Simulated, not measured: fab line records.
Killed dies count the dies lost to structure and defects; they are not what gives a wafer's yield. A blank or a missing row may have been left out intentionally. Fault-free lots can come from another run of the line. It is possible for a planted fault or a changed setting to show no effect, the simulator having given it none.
Struck lot and sound lot, side by side	flow berkeley cmos170	14 steps out of a route of 331
Sound: the wafers L138.4, L138.5, L138.6. Struck: wafer L149.6. The cause comes at the end.
For every step that has rows: the tool of each side, followed by ch and its chambers, followed by its first start. Under that, the readings that differ: sound wafers	struck wafers	difference of the means	sigmas: that difference in standard deviations of wafers without a fault.
alike: words and numbers the same on both sides, and readings whose means are apart by under 2 such deviations; not compared: readings that were withheld, readings missing a value for some wafer, numbers with overlapping values and no deviation given by the record, and bounds like >300 which may hide the same value.
The two part at a step that has a row with sigmas, a row that says differs or no value, or rows on one side only. Numbers that don't overlap but have no deviation are shown without sigmas and don't part them. A reading that every wafer of one side lacks parts them only if that side has two wafers or more.

first, 2 steps without rows for these wafers: UCB170_GATE_ANNEAL_03 (time 1800 s); UCB170_GATE_CVD_04 (deposits poly-Si from SiH4, time 1440 s, target thk 214 nm).
UCB170_GATE_THK_MEAS_05:
  sound on film metro-02 at day 7 17:56; struck on film metro-02 at day 9 09:14
  alike: GATE_POLY_THK
then, 6 steps without rows for these wafers: UCB170_GATE_COAT_06; UCB170_GATE_COAT_07 (resist thk 900 nm); UCB170_GATE_SOFTBAKE_08 (time 60 s); UCB170_GATE_EXPOSE_09 (exposes mask POLY, target cd 350 nm); UCB170_GATE_PEB_10; UCB170_GATE_DEVELOP_11 (develop time 45 s).
UCB170_GATE_CD_MEAS_12 targets a cd of 350 nm.
  sound on cd sem-01 at day 7 19:13; struck on cd sem-01 at day 9 11:11
  alike: cd nm
UCB170_GATE_OVL_MEAS_13:
  sound on overlay-01 at day 7 19:17; struck on overlay-02 at day 9 11:14
  alike: GATE_OVL
UCB170_GATE_ETCH_14: etches BARC in N2/H2.
  sound on rie diel-03 ch 0,2,3, day 7 19:18; struck on rie diel-03 ch 1, day 9 11:16
  alike: drypump motor current A, n2 flow sccm, oes product au, throttle valve pct
UCB170_GATE_ETCH_15: etches poly-Si in HBr/Cl2, stops on SiO2, time 56.3 s, target depth 278.2 nm.
  sound on rie si-02 ch 0,3, day 7 19:20; struck on rie si-02 ch 2, day 9 11:18
reading	sound	struck	difference	sigmas
drypump motor current A (A)	6.2 6.2 5.5	5.3	-0.7	-2
oes product au (a.u.)	0.820 0.833 0.808	1.007	+0.187	+13
run length s (s)	84.5 84.3 84.1	61.4	-22.9	-51
model.GATE.feature depth nm (nm)	212.6 214.6 210.2	168.4	-44.1	
model.KrF_of_GATE_COAT_07.thk nm (nm)	772.3 770.9 769.9	813.5	+42.5	
  alike: throttle valve pct
  not compared: rf hours counter h
UCB170_GATE_STRIP_16: strips in O2.
  sound on plasma asher-02 ch 0,1, day 7 19:25; struck on plasma asher-01 ch 0, day 9 11:23
reading	sound	struck	difference	sigmas
o2 flow sccm (sccm)	399.0 399.0 399.3	402.2	+3.1	+3
  alike: drypump motor current A, oes product au
  not compared: rf hours counter h

WHERE THEY PART
Last at UCB170_GATE_STRIP_16 as far as this record goes, first at UCB170_GATE_ETCH_15.

WHY: whatever the simulator had introduced
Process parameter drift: rie si-02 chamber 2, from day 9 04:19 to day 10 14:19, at UCB170_GATE_ETCH_15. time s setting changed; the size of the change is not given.
